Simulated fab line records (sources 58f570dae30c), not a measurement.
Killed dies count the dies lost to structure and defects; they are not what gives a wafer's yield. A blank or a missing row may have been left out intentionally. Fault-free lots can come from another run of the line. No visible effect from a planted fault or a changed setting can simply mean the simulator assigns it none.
Split-lot trial :: flow berkeleyCmos170 :: on a route of 331 steps: 5 lots, 23 wafers read

THE SPLIT ITSELF
At UCB170_NWELL_COAT_07 (resist thk 900 nm), the setting spinRpm was moved away from the recipe's 1500 rpm on 10 of the 23 wafers read, by -6.5% to +6.7%. All remaining wafers had this setting at the recipe value.

FROM THE SPLIT TO THE READING: what the file shows between them, 3 steps
- UCB170_NWELL_SOFTBAKE_08: time 60 s
- UCB170_NWELL_EXPOSE_09: exposes mask NWELL, target cd 3000 nm
- UCB170_NWELL_DEVELOP_11: develop time 45 s

THE READING
KrF_of_NWELL_COAT_07.thkNm (the simulator's own value, which no gauge read), in nm, at UCB170_NWELL_ETCH_13 (etches Si3N4 in CH3F/Ar/O2, stops on SiO2, target depth 246.4 nm, time 154 s). The file does not state a usual value for it. Here, 13 wafers ran the recipe; their average is 724.6 nm with a standard deviation of 2.9 nm.

wafer: L075.1
tool, chamber at the split: lithoTrack-01, 0
spinRpm as run, rpm: 1582
against the recipe: +5.5%
KrF_of_NWELL_COAT_07.thkNm, nm: 701.7
against lot-mates on the recipe: -23.9

wafer: L075.2
tool, chamber at the split: lithoTrack-01, 0
spinRpm as run, rpm: 1500
against the recipe: recipe
KrF_of_NWELL_COAT_07.thkNm, nm: 730.5
against lot-mates on the recipe: -

wafer: L075.3
tool, chamber at the split: lithoTrack-01, 0
spinRpm as run, rpm: 1500
against the recipe: recipe
KrF_of_NWELL_COAT_07.thkNm, nm: 724.1
against lot-mates on the recipe: -

wafer: L075.5
tool, chamber at the split: lithoTrack-01, 0
spinRpm as run, rpm: 1500
against the recipe: recipe
KrF_of_NWELL_COAT_07.thkNm, nm: 722.3
against lot-mates on the recipe: -

wafer: L075.6
tool, chamber at the split: lithoTrack-01, 0
spinRpm as run, rpm: 1582
against the recipe: +5.5%
KrF_of_NWELL_COAT_07.thkNm, nm: 703.8
against lot-mates on the recipe: -21.8

wafer: L076.1
tool, chamber at the split: lithoTrack-02, 0
spinRpm as run, rpm: 1500
against the recipe: recipe
KrF_of_NWELL_COAT_07.thkNm, nm: 721.6
against lot-mates on the recipe: -

wafer: L076.3
tool, chamber at the split: lithoTrack-02, 0
spinRpm as run, rpm: 1601
against the recipe: +6.7%
KrF_of_NWELL_COAT_07.thkNm, nm: 698.2
against lot-mates on the recipe: -24.0

wafer: L076.4
tool, chamber at the split: lithoTrack-02, 0
spinRpm as run, rpm: 1500
against the recipe: recipe
KrF_of_NWELL_COAT_07.thkNm, nm: 722.8
against lot-mates on the recipe: -

wafer: L076.5
tool, chamber at the split: lithoTrack-02, 0
spinRpm as run, rpm: 1601
against the recipe: +6.7%
KrF_of_NWELL_COAT_07.thkNm, nm: 695.2
against lot-mates on the recipe: -27.0

wafer: L076.6
tool, chamber at the split: lithoTrack-02, 0
spinRpm as run, rpm: 1601
against the recipe: +6.7%
KrF_of_NWELL_COAT_07.thkNm, nm: 692.4
against lot-mates on the recipe: -29.8

wafer: L077.2
tool, chamber at the split: lithoTrack-03, 0
spinRpm as run, rpm: 1500
against the recipe: recipe
KrF_of_NWELL_COAT_07.thkNm, nm: 726.5
against lot-mates on the recipe: -

wafer: L077.3
tool, chamber at the split: lithoTrack-03, 0
spinRpm as run, rpm: 1403
against the recipe: -6.5%
KrF_of_NWELL_COAT_07.thkNm, nm: 753.9
against lot-mates on the recipe: +27.8

wafer: L077.4
tool, chamber at the split: lithoTrack-03, 0
spinRpm as run, rpm: 1500
against the recipe: recipe
KrF_of_NWELL_COAT_07.thkNm, nm: 723.6
against lot-mates on the recipe: -

wafer: L077.5
tool, chamber at the split: lithoTrack-03, 0
spinRpm as run, rpm: 1403
against the recipe: -6.5%
KrF_of_NWELL_COAT_07.thkNm, nm: 757.7
against lot-mates on the recipe: +31.6

wafer: L077.6
tool, chamber at the split: lithoTrack-03, 0
spinRpm as run, rpm: 1500
against the recipe: recipe
KrF_of_NWELL_COAT_07.thkNm, nm: 728.3
against lot-mates on the recipe: -

wafer: L079.1
tool, chamber at the split: lithoTrack-01, 0
spinRpm as run, rpm: 1536
against the recipe: +2.4%
KrF_of_NWELL_COAT_07.thkNm, nm: 717
against lot-mates on the recipe: -9.7

wafer: L079.2
tool, chamber at the split: lithoTrack-01, 0
spinRpm as run, rpm: 1500
against the recipe: recipe
KrF_of_NWELL_COAT_07.thkNm, nm: 727.1
against lot-mates on the recipe: -

wafer: L079.3
tool, chamber at the split: lithoTrack-01, 0
spinRpm as run, rpm: 1500
against the recipe: recipe
KrF_of_NWELL_COAT_07.thkNm, nm: 726.2
against lot-mates on the recipe: -

wafer: L079.5
tool, chamber at the split: lithoTrack-01, 0
spinRpm as run, rpm: 1536
against the recipe: +2.4%
KrF_of_NWELL_COAT_07.thkNm, nm: 715.5
against lot-mates on the recipe: -11.2

wafer: L079.6
tool, chamber at the split: lithoTrack-01, 0
spinRpm as run, rpm: 1536
against the recipe: +2.4%
KrF_of_NWELL_COAT_07.thkNm, nm: 715.7
against lot-mates on the recipe: -11.0

wafer: L084.1
tool, chamber at the split: lithoTrack-01, 0
spinRpm as run, rpm: 1500
against the recipe: recipe
KrF_of_NWELL_COAT_07.thkNm, nm: 722.7
against lot-mates on the recipe: -

wafer: L084.3
tool, chamber at the split: lithoTrack-01, 0
spinRpm as run, rpm: 1500
against the recipe: recipe
KrF_of_NWELL_COAT_07.thkNm, nm: 725.4
against lot-mates on the recipe: -

wafer: L084.6
tool, chamber at the split: lithoTrack-01, 0
spinRpm as run, rpm: 1500
against the recipe: recipe
KrF_of_NWELL_COAT_07.thkNm, nm: 719.2
against lot-mates on the recipe: -

THE FIT
A straight line over all 23 wafers: KrF_of_NWELL_COAT_07.thkNm changes by -4.44 nm for each +1% of spinRpm; r = -0.98; the points scatter about the line by 2.8 nm.
The same after taking each lot's own level away (the mean of its wafers on the recipe; 23 wafers): -4.26 nm for each +1%; r = -0.99; scatter 2.3 nm.
Per that fit: largest spinRpm move, reading shift of 29 nm.
From 722.20 to 726.65 nm: that is the span of the lots' own levels, equal to 1.5 times the standard deviation above.
So the lot-to-lot level changes the slope little: the two slopes agree.
Check: for one of the wafers moved furthest among these (+6.7%), held out of the fit, the line's prediction against its lot-mates is -29.1 nm. It came out at -24 nm against them.

THE WHOLE CHAIN: every reading that the file lists as answering this split, in the file's order
step: UCB170_NWELL_COAT_07
what it does: resist thk 900 nm
reading: KrF_of_NWELL_COAT_07.thkNm (the simulator's own value, which no gauge read)
change (the file's fit): -4.42 nm for each +1% of the setting
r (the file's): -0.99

step: UCB170_NWELL_ETCH_13
what it does: etches Si3N4 in CH3F/Ar/O2, stops on SiO2, target depth 246.4 nm, time 154 s
reading: KrF_of_NWELL_COAT_07.thkNm (the simulator's own value, which no gauge read)
change (the file's fit): -4.27 nm for each +1% of the setting
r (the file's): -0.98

step: UCB170_NWELL_STRIP_15
what it does: strips in O2
reading: stripTimeToEndpointS
change (the file's fit): withheld for each +1% of the setting
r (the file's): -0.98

THE FILE'S OWN FIT
KrF_of_NWELL_COAT_07.thkNm changes by -4.27 nm for each +1% of spinRpm, r = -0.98.
